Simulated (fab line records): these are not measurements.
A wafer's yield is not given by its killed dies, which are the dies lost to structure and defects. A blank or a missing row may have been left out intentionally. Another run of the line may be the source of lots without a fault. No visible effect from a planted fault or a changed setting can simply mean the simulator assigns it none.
Comparing a struck lot with a sound one :: flow berkeley_cmos170 :: 15 out of 331 route steps
Sound: wafers L677.1, L677.3, L677.4. Wafers struck: L695.1, L695.2, L695.6. Last of all comes the cause.
Order at every step that has rows: each side's tool, ch and its chambers, its first start. Under that, the readings that differ: sound wafers :: struck wafers :: difference of the means :: sigmas: that difference in standard deviations of wafers without a fault.
alike: a reading whose means differ by less than 2 such deviations, as well as words and numbers matching on both sides. not compared: withheld readings; readings where some wafer has no value; bounds like >300 that might hide an equal value; numbers whose values overlap and for which the record gives no deviation.
A row with sigmas, a row that says differs or no value, or rows on one side alone: a step with any of these is where the two part. Non-overlapping numbers with no deviation appear without sigmas and do not part them. Lack of a reading on every wafer of one side parts them only where that side has two or more wafers.

UCB170_NWELL_ETCH_13: etches Si3N4 in CH3F/Ar/O2, stops on SiO2, target depth 246.4 nm, time 154 s.
  sound on rie_diel-04 ch 0,1,2, day 3 00:12; struck on rie_diel-03 ch 0,1,3, day 6 16:57
  alike: drypump_motor_current_A, oes_product_au, throttle_valve_pct
  not compared: rf_hours_counter_h
next, for these wafers, 1 step has no rows: UCB170_NWELL_IMPLANT_14.
UCB170_NWELL_STRIP_15: strips in O2.
  sound on plasma_asher-02 ch 0,1, day 3 00:27; struck on plasma_asher-03 ch 0,1, day 6 17:12
  alike: drypump_motor_current_A, o2_flow_sccm, oes_product_au, strip_time_to_endpoint_s
  not compared: rf_hours_counter_h
UCB170_NWELL_TW_MEAS_16:
  sound on film_metro-04, day 3 00:33; struck on film_metro-04, day 6 17:18
  alike: NWELL_TW
then, 6 steps without rows for these wafers: UCB170_NWELL_CLEAN_17 (cleans in SPM, time 600 s); UCB170_NWELL_WET_ETCH_18 (etches Si3N4 in H3PO4, time 14400 s); UCB170_NWELL_WET_ETCH_19 (etches SiO2 in BOE, time 22 s); UCB170_PWELL_CLEAN_00 (cleans in SPM, time 600 s); UCB170_PWELL_CLEAN_01 (cleans in dHF, time 60 s); UCB170_PWELL_OXIDATION_02 (target thk 26.4 nm, ox time 1260 s).
UCB170_PWELL_THK_MEAS_03:
  sound on film_metro-01, day 3 09:55; struck on film_metro-04, day 7 03:25
  alike: PWELL_OXIDE_THK
then, 1 step without rows for these wafers: UCB170_PWELL_ANNEAL_04 (time 900 s).
UCB170_PWELL_CVD_05: deposits Si3N4 from SiH2Cl2/NH3, target thk 220 nm, time 3300 s.
  sound on lpcvd-02 ch 1, day 3 15:47; struck on lpcvd-01 ch 0, day 7 07:34
  no value came back on the struck wafers for any of 5 readings (nh3_flow_sccm (sccm), pressure_mtorr (mTorr) and others); on the sound wafers nh3_flow_sccm (sccm) reads 74.96 75.18 74.81
then, 1 step without rows for these wafers: UCB170_PWELL_HMDS_07 (prime time 60 s).
-- the record jumps here: 6 days lie between the struck wafers' starts before and after (it left off in module PWELL and takes up again in module M3, whose first step shown is number 331 of the route) --
UCB170_M3_PROBE_99:
  record: rows for the struck wafers here (prober-01, day 12 23:31), none for the sound ones

== WHERE THEY PART ==
Earliest at UCB170_PWELL_CVD_05; latest, in this record, at UCB170_M3_PROBE_99.

WHY: whatever the simulator had introduced
Skipped step whole: lpcvd-01, from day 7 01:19 on, at UCB170_PWELL_CVD_05. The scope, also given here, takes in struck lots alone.
